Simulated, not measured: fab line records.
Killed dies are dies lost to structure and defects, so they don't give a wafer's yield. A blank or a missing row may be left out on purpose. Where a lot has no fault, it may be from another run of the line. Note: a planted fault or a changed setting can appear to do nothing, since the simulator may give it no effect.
Which of the tools did it? || flow rit-cmos || 39 wafers from 13 lots sampled at 5 of the route's 202 steps

WHAT THE GAUGES SHOWED, per wafer
RIT_ACTIVE_CD_MEAS_11: target cd 1400 nm.
{"lot": "L619", "measured": "day 1 15:24", "on": "cd-sem-01", "cd-nm (nm)": "1398.9 1400.5 1399.2"}
{"lot": "L620", "measured": "day 1 20:41", "on": "cd-sem-02", "cd-nm (nm)": "1402.0 1400.3 1403.1"}
{"lot": "L621", "measured": "day 2 01:16", "on": "cd-sem-02", "cd-nm (nm)": "1401.1 1402.4 1400.3"}
{"lot": "L623", "measured": "day 2 10:45", "on": "cd-sem-02", "cd-nm (nm)": "1400.2 1399.0 1398.9"}
{"lot": "L625", "measured": "day 2 23:37", "on": "cd-sem-01", "cd-nm (nm)": "1400.2 1399.1 1401.5"}
{"lot": "L626", "measured": "day 3 01:38", "on": "cd-sem-02", "cd-nm (nm)": "1398.6 1397.4 1400.8"}
{"lot": "L627", "measured": "day 3 06:26", "on": "cd-sem-02", "cd-nm (nm)": "1394.5 1395.6 1392.8"}
{"lot": "L628", "measured": "day 3 13:00", "on": "cd-sem-02", "cd-nm (nm)": "1394.5 1392.7 1395.0"}
{"lot": "L630", "measured": "day 3 23:08", "on": "cd-sem-01", "cd-nm (nm)": "1398.5 1400.4 1400.8"}
{"lot": "L631", "measured": "day 4 02:38", "on": "cd-sem-02", "cd-nm (nm)": "1398.7 1399.8 1398.9"}
{"lot": "L632", "measured": "day 4 08:46", "on": "cd-sem-02", "cd-nm (nm)": "1547.6 1548.7 1549.2 1547.9 1549.0 1549.5"}
{"lot": "L641", "measured": "day 6 05:30", "on": "cd-sem-01", "cd-nm (nm)": "1401.0 1403.8 1402.6"}
{"lot": "L642", "measured": "day 6 10:30", "on": "cd-sem-01", "cd-nm (nm)": "1400.0 1399.8 1400.0"}

RIT_CONTACT_CD_MEAS_90: target cd 1000 nm.
{"lot": "L619", "measured": "day 3 07:16", "on": "cd-sem-01", "cd-nm (nm)": "996.5 996.8 996.5"}
{"lot": "L620", "measured": "day 3 15:32", "on": "cd-sem-02", "cd-nm (nm)": "1000.6 999.5 998.3"}
{"lot": "L621", "measured": "day 3 20:50", "on": "cd-sem-01", "cd-nm (nm)": "997.9 999.6 1001.5"}
{"lot": "L623", "measured": "day 4 07:29", "on": "cd-sem-01", "cd-nm (nm)": "998.1 1002.1 999.4"}
{"lot": "L625", "measured": "day 4 16:14", "on": "cd-sem-02", "cd-nm (nm)": "1001.9 1000.2 1001.3"}
{"lot": "L626", "measured": "day 4 21:15", "on": "cd-sem-02", "cd-nm (nm)": "996.4 999.0 999.9"}
{"lot": "L627", "measured": "day 5 05:23", "on": "cd-sem-02", "cd-nm (nm)": "999.4 1001.8 1000.1"}
{"lot": "L628", "measured": "day 5 07:19", "on": "cd-sem-02", "cd-nm (nm)": "1000.8 1000.3 999.2"}
{"lot": "L630", "measured": "day 5 18:43", "on": "cd-sem-02", "cd-nm (nm)": "1002.3 1002.3 1002.3"}
{"lot": "L631", "measured": "day 5 20:43", "on": "cd-sem-01", "cd-nm (nm)": "999.5 999.7 999.4"}
{"lot": "L641", "measured": "day 7 22:58", "on": "cd-sem-02", "cd-nm (nm)": "999.9 1000.0 998.8"}
{"lot": "L642", "measured": "day 8 01:41", "on": "cd-sem-01", "cd-nm (nm)": "1000.5 1002.5 1002.5"}

EACH LOT AND THE TOOL THAT RAN IT (in order: tool; ch and the chambers of the sampled wafers; start)
{"lot": "L619", "RIT_ACTIVE_EXPOSE_08": "iline-stepper-02 ch 0, day 1 15:00", "RIT_SDANNEAL_RTA_03": "rtp-anneal-02 ch 0, day 3 04:20", "RIT_SILICIDE_RTA_06": "rtp-anneal-02 ch 0, day 3 05:20"}
{"lot": "L620", "RIT_ACTIVE_EXPOSE_08": "iline-stepper-01 ch 0, day 1 20:17", "RIT_SDANNEAL_RTA_03": "rtp-anneal-01 ch 0, day 3 12:36", "RIT_SILICIDE_RTA_06": "rtp-anneal-01 ch 0, day 3 13:35"}
{"lot": "L621", "RIT_ACTIVE_EXPOSE_08": "iline-stepper-01 ch 0, day 2 00:52", "RIT_SDANNEAL_RTA_03": "rtp-anneal-02 ch 0, day 3 17:53", "RIT_SILICIDE_RTA_06": "rtp-anneal-02 ch 0, day 3 18:53"}
{"lot": "L623", "RIT_ACTIVE_EXPOSE_08": "iline-stepper-01 ch 0, day 2 10:21", "RIT_SDANNEAL_RTA_03": "rtp-anneal-02 ch 0, day 4 04:40", "RIT_SILICIDE_RTA_06": "rtp-anneal-02 ch 0, day 4 05:39"}
{"lot": "L625", "RIT_ACTIVE_EXPOSE_08": "iline-stepper-01 ch 0, day 2 23:13", "RIT_SDANNEAL_RTA_03": "rtp-anneal-02 ch 0, day 4 13:16", "RIT_SILICIDE_RTA_06": "rtp-anneal-02 ch 0, day 4 14:16"}
{"lot": "L626", "RIT_ACTIVE_EXPOSE_08": "iline-stepper-01 ch 0, day 3 01:07", "RIT_SDANNEAL_RTA_03": "rtp-anneal-01 ch 0, day 4 18:24", "RIT_SILICIDE_RTA_06": "rtp-anneal-01 ch 0, day 4 19:24"}
{"lot": "L627", "RIT_ACTIVE_EXPOSE_08": "iline-stepper-01 ch 0, day 3 06:02", "RIT_SDANNEAL_RTA_03": "rtp-anneal-02 ch 0, day 5 02:35", "RIT_SILICIDE_RTA_06": "rtp-anneal-02 ch 0, day 5 03:34"}
{"lot": "L628", "RIT_ACTIVE_EXPOSE_08": "iline-stepper-01 ch 0, day 3 12:36", "RIT_SDANNEAL_RTA_03": "rtp-anneal-01 ch 0, day 5 04:23", "RIT_SILICIDE_RTA_06": "rtp-anneal-01 ch 0, day 5 05:22"}
{"lot": "L630", "RIT_ACTIVE_EXPOSE_08": "iline-stepper-01 ch 0, day 3 22:44", "RIT_SDANNEAL_RTA_03": "rtp-anneal-01 ch 0, day 5 15:46", "RIT_SILICIDE_RTA_06": "rtp-anneal-01 ch 0, day 5 16:46"}
{"lot": "L631", "RIT_ACTIVE_EXPOSE_08": "iline-stepper-02 ch 0, day 4 02:14", "RIT_SDANNEAL_RTA_03": "rtp-anneal-02 ch 0, day 5 17:46", "RIT_SILICIDE_RTA_06": "rtp-anneal-02 ch 0, day 5 18:46"}
{"lot": "L632", "RIT_ACTIVE_EXPOSE_08": "iline-stepper-01 ch 0, day 4 08:22", "RIT_SDANNEAL_RTA_03": "-", "RIT_SILICIDE_RTA_06": "-"}
{"lot": "L641", "RIT_ACTIVE_EXPOSE_08": "iline-stepper-02 ch 0, day 6 05:06", "RIT_SDANNEAL_RTA_03": "rtp-anneal-02 ch 0, day 7 20:02", "RIT_SILICIDE_RTA_06": "rtp-anneal-02 ch 0, day 7 21:02"}
{"lot": "L642", "RIT_ACTIVE_EXPOSE_08": "iline-stepper-02 ch 0, day 6 10:06", "RIT_SDANNEAL_RTA_03": "rtp-anneal-01 ch 0, day 7 22:52", "RIT_SILICIDE_RTA_06": "rtp-anneal-01 ch 0, day 7 23:52"}
- RIT_ACTIVE_EXPOSE_08: exposes mask M1, target cd 1400 nm.
- RIT_SDANNEAL_RTA_03: time 5 s.
- RIT_SILICIDE_RTA_06: time 10 s, ramp up 5 s, ramp down 10 s.

AS READ BY THE TOOLS THEMSELVES (means over the sampled wafers that have a number; for cases with no such wafer, the mark the record gives instead)
RIT_SDANNEAL_RTA_03.
{"lot": "L619", "tool": "rtp-anneal-02", "wafer_temp_C_max": 1054.4}
{"lot": "L620", "tool": "rtp-anneal-01", "wafer_temp_C_max": 1053.0}
{"lot": "L621", "tool": "rtp-anneal-02", "wafer_temp_C_max": 1053.1}
{"lot": "L623", "tool": "rtp-anneal-02", "wafer_temp_C_max": 1052.6}
{"lot": "L625", "tool": "rtp-anneal-02", "wafer_temp_C_max": 1053.5}
{"lot": "L626", "tool": "rtp-anneal-01", "wafer_temp_C_max": 1052.8}
{"lot": "L627", "tool": "rtp-anneal-02", "wafer_temp_C_max": 1052.2}
{"lot": "L628", "tool": "rtp-anneal-01", "wafer_temp_C_max": 1053.4}
{"lot": "L630", "tool": "rtp-anneal-01", "wafer_temp_C_max": 1053.8}
{"lot": "L631", "tool": "rtp-anneal-02", "wafer_temp_C_max": 1053.7}
{"lot": "L641", "tool": "rtp-anneal-02", "wafer_temp_C_max": 1052.8}
{"lot": "L642", "tool": "rtp-anneal-01", "wafer_temp_C_max": 1053.2}

RIT_SILICIDE_RTA_06.
{"lot": "L619", "tool": "rtp-anneal-02", "wafer_temp_C_max": 754.0}
{"lot": "L620", "tool": "rtp-anneal-01", "wafer_temp_C_max": 752.6}
{"lot": "L621", "tool": "rtp-anneal-02", "wafer_temp_C_max": 753.5}
{"lot": "L623", "tool": "rtp-anneal-02", "wafer_temp_C_max": 753.9}
{"lot": "L625", "tool": "rtp-anneal-02", "wafer_temp_C_max": 753.5}
{"lot": "L626", "tool": "rtp-anneal-01", "wafer_temp_C_max": 752.4}
{"lot": "L627", "tool": "rtp-anneal-02", "wafer_temp_C_max": 753.6}
{"lot": "L628", "tool": "rtp-anneal-01", "wafer_temp_C_max": 753.6}
{"lot": "L630", "tool": "rtp-anneal-01", "wafer_temp_C_max": 753.2}
{"lot": "L631", "tool": "rtp-anneal-02", "wafer_temp_C_max": 753.7}
{"lot": "L641", "tool": "rtp-anneal-02", "wafer_temp_C_max": 753.5}
{"lot": "L642", "tool": "rtp-anneal-01", "wafer_temp_C_max": 753.2}

THE ANSWER, worked out from the rows above alone
Rule: what is usual is taken from the lots themselves. Put in order of their means at a reading, lots are off if they are a third of the lots or fewer, leave a main group of 4 or more, and stand apart from it by a gap of 3 or more times the standard deviation of the main group's means; of several such gaps the widest counts. The tables above print the reading to a certain number of digits; a main group whose means all agree to those digits is not used. Also off: a lot with no number at a reading for which 4 or more lots have one. All remaining lots with rows at the step are treated as sound. First the gauges in route order, then the tools' own readings, where a lot's mean is used as printed above. The first step at which some lot is off is used, and at that step the reading that is off furthest; a lot without a number counts as furthest.
Off, at RIT_ACTIVE_CD_MEAS_11 on cd-nm: L632. For the main group the mean is 1399.2 nm and the standard deviation 2.5.
If a tool, at a process step before that reading, ran all the lots that are off and no sound lot after the first of them, it fits. Gauges at RIT_ACTIVE_CD_MEAS_11: tried the same way as those tools. Undecided on this evidence; 2 tools fit (iline-stepper-01 at RIT_ACTIVE_EXPOSE_08, cd-sem-02 at RIT_ACTIVE_CD_MEAS_11).

WHAT THE SIMULATOR HAD PUT IN
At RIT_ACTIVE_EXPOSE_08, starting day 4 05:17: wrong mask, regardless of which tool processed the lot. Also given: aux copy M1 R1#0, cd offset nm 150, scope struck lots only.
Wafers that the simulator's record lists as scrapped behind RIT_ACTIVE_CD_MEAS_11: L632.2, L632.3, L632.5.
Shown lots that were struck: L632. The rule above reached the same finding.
